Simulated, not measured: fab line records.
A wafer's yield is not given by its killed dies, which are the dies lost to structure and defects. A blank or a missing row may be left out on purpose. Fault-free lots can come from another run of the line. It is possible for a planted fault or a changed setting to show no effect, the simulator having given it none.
fab line records	flow rit_cmos
record: lots: 7	wafers: 21	last_day: 7
route steps=202 shown GATE@77 FOX2@80 M1@202
lots untouched by any fault: they come from a run of this same line in which no faults occurred
start_h: the number of hours between the record's first day and the start of the first shown wafer of the lot	wait_h: how many hours have passed since the lot's step before this one	" repeats the value in the row above	L1.1+2: one row covering several wafers at once	- either no value or no given start	* or withheld: withheld	< > ~ a bound
route shown NAME@n: a module of which the file shows steps, and the number in the route of the first	usual: mean and standard deviation over wafers with no fault	same: alike in all rows	chamber/n: place in a boat	sites: the reading at each site	_std_site: how widely they spread, as a standard deviation	_edge_site: inner sites' mean taken away from outer sites' mean	radius_mm: how far each site lies from the wafer's centre	mask NAME#n: copy n	behind: the last tool/chamber to shape the wafer	hold: why the lot went on hold/how many hours it stayed there/how the hold came to an end	device: which transistor (n, p or np) failed to switch	end of line: the same wafers' tests at the end of the route	where a step has no rows: the recipe by itself	killed: dies lost to structure and defects at the first sort, not the wafer's yield	map: shows each die of a wafer: x if killed, . if not, _ if none is there
set.NAME: the setting the step ran with; set.NAME@STEP: the setting that earlier step ran with	model.NAME: the simulator's own value behind a step, which no gauge read
a table for each step, a row for each wafer; lots at some steps of the route
services: the hour from which a tool's chamber was out of use, counted from the record's first day as start_h (under 0 if before that day), plus the number of hours and why
== steps ==
step: RIT_GATE_CLEAN_02
recipe: chemistry: dHF	dilution: 50:1	time_s: 30
step: RIT_GATE_CLEAN_03
recipe: chemistry: SC2	mix: 3:3:50	time_s: 600	temp_c: 75	dry: n2_spin
step: RIT_GATE_CLEAN_04
recipe: chemistry: dHF	dilution: 50:1	time_s: 60	dry: n2_spin
step: RIT_FOX2_THK_MEAS_91
recipe: reads: SiO2_of_FOX2_OXIDATION_00
usual: FIELD_OXIDE_LEFT_2_THK: 257/6.1
lot.wafer	tool	chamber	start_h	wait_h	FIELD_OXIDE_LEFT_2_THK[nm]
L839.2	film_metro-03	-	41.66	0.0	257
L839.4	"	-	"	"	255
L839.5	"	-	"	"	259
L840.2	film_metro-03	-	46.74	0.0	258
L840.3	"	-	"	"	255
L840.6	"	-	"	"	261
L844.1	film_metro-03	-	66.49	0.0	268
L844.2	"	-	"	"	265
L844.5	"	-	"	"	267
L847.1	film_metro-03	-	82.70	0.0	272
L847.2	"	-	"	"	265
L847.6	"	-	"	"	258
L849.1	film_metro-02	-	93.02	0.0	266
L849.3	"	-	"	"	272
L849.4	"	-	"	"	269
L851.2	film_metro-01	-	105.70	0.0	259
L851.4	"	-	"	"	261
L851.6	"	-	"	"	256
L859.3	film_metro-02	-	142.93	0.0	252
L859.5	"	-	"	"	257
L859.6	"	-	"	"	250
step: RIT_GATE_OXIDATION_05
recipe: temp_c: 900	ambient: O2	target_thk_a: 30	ox_time_s: 270
step: RIT_GATE_ANNEAL_06
recipe: temp_c: 900	time_s: 600	ambient: N2O
step: RIT_GATE_THK_MEAS_07
recipe: reads: SiO2_of_GATE_OXIDATION_05
usual: GATE_OXIDE_THK: 3.03/0.064
lot.wafer	tool	chamber	start_h	wait_h	GATE_OXIDE_THK[nm]
L839.2	film_metro-02	-	43.39	0.0	3.03
L839.4	"	-	"	"	3.02
L839.5	"	-	"	"	3.05
L840.2	film_metro-03	-	49.06	0.0	3.09
L840.3	"	-	"	"	3.04
L840.6	"	-	"	"	3.08
L844.1	film_metro-03	-	67.97	0.0	3.10
L844.2	"	-	"	"	3.09
L844.5	"	-	"	"	3.15
L847.1	film_metro-01	-	85.56	0.0	3.09
L847.2	"	-	"	"	3.14
L847.6	"	-	"	"	3.04
L849.1	film_metro-01	-	94.40	0.0	3.08
L849.3	"	-	"	"	3.03
L849.4	"	-	"	"	3.08
L851.2	film_metro-03	-	108.39	0.0	2.95
L851.4	"	-	"	"	2.97
L851.6	"	-	"	"	2.95
L859.3	film_metro-03	-	144.32	0.0	3.06
L859.5	"	-	"	"	3.04
L859.6	"	-	"	"	3.02
step: RIT_GATE_CVD_08
recipe: material: poly-Si	target_thk_nm: 250	temp_c: 610	precursor: SiH4	time_s: 2220	pressure_mtorr: 300	sih4_flow_sccm: 100
step: RIT_GATE_THK_MEAS_09
recipe: reads: poly-Si_of_GATE_CVD_08
usual: GATE_POLY_THK: 250.6/2.1
lot.wafer	tool	chamber	start_h	wait_h	GATE_POLY_THK[nm]
L839.2	film_metro-01	-	45.06	0.0	251.5
L839.4	"	-	"	"	249.1
L839.5	"	-	"	"	251.0
L840.2	film_metro-01	-	50.73	0.0	251.1
L840.3	"	-	"	"	250.0
L840.6	"	-	"	"	250.2
L844.1	film_metro-03	-	69.64	0.0	248.8
L844.2	"	-	"	"	248.1
L844.5	"	-	"	"	249.4
L847.1	film_metro-03	-	89.16	0.0	251.6
L847.2	"	-	"	"	251.6
L847.6	"	-	"	"	249.8
L849.1	film_metro-01	-	96.89	0.0	248.8
L849.3	"	-	"	"	250.7
L849.4	"	-	"	"	249.4
L851.2	film_metro-03	-	110.06	0.0	248.3
L851.4	"	-	"	"	248.7
L851.6	"	-	"	"	249.1
L859.3	film_metro-03	-	146.80	0.0	250.9
L859.5	"	-	"	"	252.6
L859.6	"	-	"	"	254.4
step: RIT_GATE_HMDS_10
recipe: prime_time_s: 60	prime_temp_c: 140
step: RIT_GATE_COAT_11
recipe: resist: NOVOLAK	spin_rpm: 4250	resist_thk_nm: 850
step: RIT_GATE_SOFTBAKE_12
recipe: resist: NOVOLAK	temp_c: 90	time_s: 60
step: RIT_GATE_EXPOSE_13
recipe: mask_id: M6	na: 0.6	source_shape: conventional	sigma_outer: 0.6	target_cd_nm: 150	dose_mj: 380
usual: stage_vel_mm_s: 500.03/0.24
lot.wafer	tool	chamber	start_h	wait_h	mask	stage_vel_mm_s	model.GATE.overlay_x_nm
L839.2	iline_stepper-02	0	45.71	0.2	M6#0	500.18	0.5593
L839.4	"	0	"	"	M6#0	499.89	0.5593
L839.5	"	0	"	"	M6#0	500.14	0.5593
L840.2	iline_stepper-01	0	51.38	0.2	M6#0	499.98	-0.7075
L840.3	"	0	"	"	M6#0	499.90	-0.7075
L840.6	"	0	"	"	M6#0	499.83	-0.7075
L844.1	iline_stepper-01	0	70.28	0.2	M6#0	500.34	128.8
L844.2	"	0	"	"	M6#0	500.44	128.8
L844.5	"	0	"	"	M6#0	500.22	128.8
L847.1	iline_stepper-01	0	89.85	0.2	M6#0	500.02	130.4
L847.2	"	0	"	"	M6#0	499.80	130.4
L847.6	"	0	"	"	M6#0	499.58	130.4
L849.1	iline_stepper-01	0	97.55	0.2	M6#0	499.80	129.2
L849.3	"	0	"	"	M6#0	499.92	129.2
L849.4	"	0	"	"	M6#0	499.83	129.2
L851.2	iline_stepper-02	0	110.63	0.1	M6#0	500.28	0.2337
L851.4	"	0	"	"	M6#0	500.45	0.2337
L851.6	"	0	"	"	M6#0	500.04	0.2337
L859.3	iline_stepper-02	0	147.35	0.1	M6#0	500.04	-0.2874
L859.5	"	0	"	"	M6#0	500.09	-0.2874
L859.6	"	0	"	"	M6#0	500.06	-0.2874
step: RIT_GATE_PEB_14
recipe: resist: NOVOLAK	temp_c: withheld	time_s: withheld
step: RIT_GATE_DEVELOP_15
recipe: resist: NOVOLAK	develop_time_s: 50	dev_temp_c: 23
step: RIT_GATE_CD_MEAS_16
recipe: target_cd_nm: 150
usual: cd_nm: 150.0/2.4
lot.wafer	tool	chamber	start_h	wait_h	cd_nm
L839.2	cd_sem-01	-	46.16	-	143.6
L839.4	"	-	"	"	143.7
L839.5	"	-	"	"	144.5
L840.2	cd_sem-01	-	51.78	-	148.7
L840.3	"	-	"	"	149.1
L840.6	"	-	"	"	149.2
L844.1	cd_sem-01	-	70.68	-	153.2
L844.2	"	-	"	"	152.1
L844.5	"	-	"	"	152.8
L847.1	cd_sem-01	-	90.25	-	150.1
L847.2	"	-	"	"	148.8
L847.6	"	-	"	"	150.9
L849.1	cd_sem-01	-	97.95	-	152.9
L849.3	"	-	"	"	152.7
L849.4	"	-	"	"	154.7
L851.2	cd_sem-02	-	111.19	-	151.3
L851.4	"	-	"	"	151.7
L851.6	"	-	"	"	149.6
L859.3	cd_sem-01	-	147.75	-	150.4
L859.5	"	-	"	"	153.2
L859.6	"	-	"	"	153.3
step: RIT_GATE_OVL_MEAS_17
usual: GATE_OVL: -0.7/1.4
lot.wafer	tool	chamber	start_h	wait_h	GATE_OVL[nm]
L839.2	overlay-01	-	46.26	0.1	-0.9
L839.4	"	-	"	"	-0.2
L839.5	"	-	"	"	0.7
L840.2	overlay-02	-	51.88	0.1	-0.6
L840.3	"	-	"	"	-0.9
L840.6	"	-	"	"	-0.5
L844.1	overlay-01	-	70.80	0.1	129.0
L844.2	"	-	"	"	127.6
L844.5	"	-	"	"	130.2
L847.1	overlay-02	-	90.37	0.1	128.7
L847.2	"	-	"	"	128.7
L847.6	"	-	"	"	128.0
L849.1	overlay-01	-	98.07	0.1	130.2
L849.3	"	-	"	"	127.9
L849.4	"	-	"	"	128.4
L851.2	overlay-01	-	111.29	0.1	1.5
L851.4	"	-	"	"	0.4
L851.6	"	-	"	"	-1.3
L859.3	overlay-02	-	147.84	0.1	1.4
L859.5	"	-	"	"	-1.6
L859.6	"	-	"	"	0.0
step: RIT_GATE_HARDBAKE_18
recipe: resist: NOVOLAK	temp_c: 140	time_s: 60
step: RIT_M1_PROBE_99
usual: killed_at_contacts: 0.1/0.24	killed_at_front_end: 6.8/2.8	killed_dies: 6.9/2.8	killed_on_rim: 1.8/1.4	killed_open: 3.3/1.9	killed_short: 3.5/1.8
same: gross_dies: 264	killed_at_M0_to_M3: 0	killed_at_M4_up: 0	killed_at_back_side: 0	killed_at_other: 0
lot.wafer	tool	chamber	start_h	wait_h	killed_at_contacts	killed_at_front_end	killed_dies	killed_on_rim	killed_open	killed_short	model.etest.nldd.width_nm	model.etest.pldd.width_nm	model.etest.select_edge_diode_p.leak_log10_a	model.etest.select_edge_diode_n.leak_log10_a	model.etest.gate_end_array.leak_log10_a_um
L839.2	prober-01	-	66.21	0.1	0	7	7	3	4	3	3169	3166	-10.36	-9.883	-13.14
L839.4	prober-01	-	66.31	0.2	0	10	10	2	3	7	3181	3169	-10.4	-9.931	-12.96
L839.5	prober-01	-	66.36	0.2	0	7	7	1	3	4	3166	3150	-10.3	-9.857	-13
L840.2	prober-02	-	72.70	0.1	0	8	8	1	5	3	3165	3172	-10.26	-9.752	-13.03
L840.3	prober-02	-	72.75	0.2	0	5	5	3	2	3	3158	3142	-10.19	-9.836	-13.05
L840.6	prober-02	-	72.90	0.2	0	7	7	0	4	3	3137	3137	-10.44	-9.719	-12.88
L844.1	prober-02	-	90.94	0.1	0	10	10	1	3	7	3124	3118	-8.924	-8.568	-12.57
L844.2	prober-02	-	90.99	0.1	0	9	9	3	3	5	3122	3110	-8.744	-8.146	-12.36
L844.5	prober-02	-	91.14	0.2	0	11	11	3	3	8	3128	3110	-8.806	-8.424	-12.54
L847.1	prober-01	-	112.87	0.1	0	13	13	2	7	6	3102	3092	-8.815	-8.573	-12.57
L847.2	prober-01	-	112.92	0.1	0	8	8	4	4	4	3109	3118	-8.46	-8.034	-12.12
L847.6	prober-01	-	113.12	0.2	0	5	5	1	3	2	3131	3113	-8.104	-7.808	-12.23
L849.1	prober-01	-	120.18	0.1	0	3	3	0	2	1	3127	3122	-8.558	-7.793	-12.2
L849.3	prober-01	-	120.28	0.2	0	6	6	4	4	2	3121	3130	-8.04	-7.265	-12.36
L849.4	prober-01	-	120.33	0.2	1	11	12	2	8	4	3140	3156	-8.328	-7.776	-12.25
L851.2	prober-01	-	133.79	0.4	0	2	2	0	1	1	3205	3188	-10.15	-9.581	-12.72
L851.4	prober-01	-	133.89	0.5	0	3	3	1	1	2	3186	3186	-10.41	-9.697	-12.7
L851.6	prober-01	-	133.99	0.6	0	2	2	0	1	1	3203	3195	-10.27	-9.906	-12.83
L859.3	prober-02	-	168.25	0.2	0	4	4	2	2	2	3177	3146	-10.31	-9.789	-12.76
L859.5	prober-02	-	168.35	0.2	0	13	13	2	6	7	3180	3167	-10.59	-9.689	-12.74
L859.6	prober-02	-	168.40	0.2	0	7	7	4	4	3	3196	3187	-10.34	-10.05	-12.89
killed by level:class
L839.2 REOX:geometric_particle:short=2 FOX2:geometric_particle:open=1 GATE:geometric_particle:open=1 GATE:geometric_particle:short=1 REOX:geometric_particle:open=1 SILICIDE:geometric_particle:open=1
L839.4 GATE:geometric_particle:short=3 GATE:geometric_particle:open=3 FOX2:geometric_particle:short=2 REOX:geometric_particle:short=1 SILICIDE:geometric_particle:short=1
L839.5 GATE:geometric_particle:open=2 FOX1:geometric_particle:short=1 GATE:geometric_particle:short=1 SPACER:geometric_particle:short=1 SILICIDE:geometric_particle:open=1 SILICIDE:geometric_particle:short=1
L840.2 GATE:geometric_particle:open=4 GATE:geometric_particle:short=2 FOX1:geometric_particle:short=1 SILICIDE:geometric_particle:open=1
L840.3 GATE:geometric_particle:short=3 FOX1:geometric_particle:open=1 GATE:geometric_particle:open=1
L840.6 GATE:geometric_particle:open=4 GATE:geometric_particle:short=1 REOX:geometric_particle:short=1 SILICIDE:geometric_particle:short=1
L844.1 GATE:geometric_particle:short=3 GATE:geometric_particle:open=2 REOX:geometric_particle:short=2 SILICIDE:geometric_particle:short=2 REOX:geometric_particle:open=1
L844.2 GATE:geometric_particle:short=3 REOX:geometric_particle:short=2 REOX:geometric_particle:open=2 SILICIDE:geometric_particle:open=1 NRETRO:coat_microbubble_printed=1
L844.5 GATE:geometric_particle:short=3 REOX:geometric_particle:short=3 REOX:geometric_particle:open=2 FOX2:geometric_particle:open=1 SPACER:geometric_particle:short=1 SILICIDE:geometric_particle:short=1
L847.1 GATE:geometric_particle:short=3 REOX:geometric_particle:open=3 GATE:geometric_particle:open=2 REOX:geometric_particle:short=2 FOX1:geometric_particle:open=1 FOX2:geometric_particle:short=1 SPACER:geometric_particle:open=1
L847.2 GATE:geometric_particle:short=3 GATE:geometric_particle:open=2 SILICIDE:geometric_particle:open=2 REOX:geometric_particle:short=1
L847.6 FOX1:geometric_particle:short=1 FOX2:geometric_particle:open=1 SPACER:geometric_particle:short=1 GATE:geometric_particle:open=1 SPACER:geometric_particle:open=1
L849.1 SPACER:geometric_particle:open=1 SPACER:geometric_particle:short=1 SILICIDE:geometric_particle:open=1
L849.3 GATE:geometric_particle:open=3 GATE:geometric_particle:short=2 FOX2:geometric_particle:open=1
L849.4 GATE:geometric_particle:open=3 ACTIVE:geometric_particle:open=2 GATE:geometric_particle:short=2 SPACER:geometric_particle:short=2 FOX1:geometric_particle:open=1 SPACER:geometric_particle:open=1 CONTACT:geometric_particle:open=1
L851.2 REOX:geometric_particle:open=1 SPACER:geometric_particle:short=1
L851.4 GATE:geometric_particle:short=2 GATE:geometric_particle:open=1
L851.6 FOX2:geometric_particle:open=1 GATE:geometric_particle:short=1
L859.3 GATE:geometric_particle:open=2 GATE:geometric_particle:short=1 SILICIDE:geometric_particle:short=1
L859.5 GATE:geometric_particle:open=3 FOX2:geometric_particle:short=2 REOX:geometric_particle:short=2 FOX1:geometric_particle:open=1 FOX1:geometric_particle:short=1 GATE:geometric_particle:short=1 SPACER:geometric_particle:open=1 SILICIDE:geometric_particle:open=1
L859.6 REOX:geometric_particle:short=3 FOX1:geometric_particle:open=2 REOX:geometric_particle:open=1 SPACER:geometric_particle:open=1
== services ==
tool	chamber	start_h	hours	kind
iline_stepper-01	0	36.84	-	calibration
iline_stepper-02	-	97.56	2.5	repair
iline_stepper-01	-	119.86	1.7	pm
== key ==
first_sign: step: RIT_GATE_OVL_MEAS_17	reading: GATE_OVL	direction: up	sigmas: 95	usual: -0.7	struck: 128.8
effect none on later readings
model_effect: step: RIT_GATE_EXPOSE_13	value: GATE.overlay_x_nm	without: -0.5393	struck: 129.5
model_effect: step: RIT_M1_PROBE_99	value: etest.nldd.width_nm	without: 3168	struck: 3123
met_at RIT_GATE_EXPOSE_13
struck_wafers L844.1,L844.2,L844.5,L847.1,L847.2,L847.6,L849.1,L849.3,L849.4
tester_left_out L844,L847,L849
onset_between 51.38 70.28
fault: kind: scanner_matching_overlay	tool: iline_stepper-01	chamber: -	onset_h: 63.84	steps: RIT_GATE_EXPOSE_13	offset: 130
tester_left_out: of these lots the tester's yield and bins aren't shown, on N5 and GAA mostly nor the transistor test; their killed dies are dies lost to structure and defects alone, not to doping, threshold or leakage, so they don't give the yield
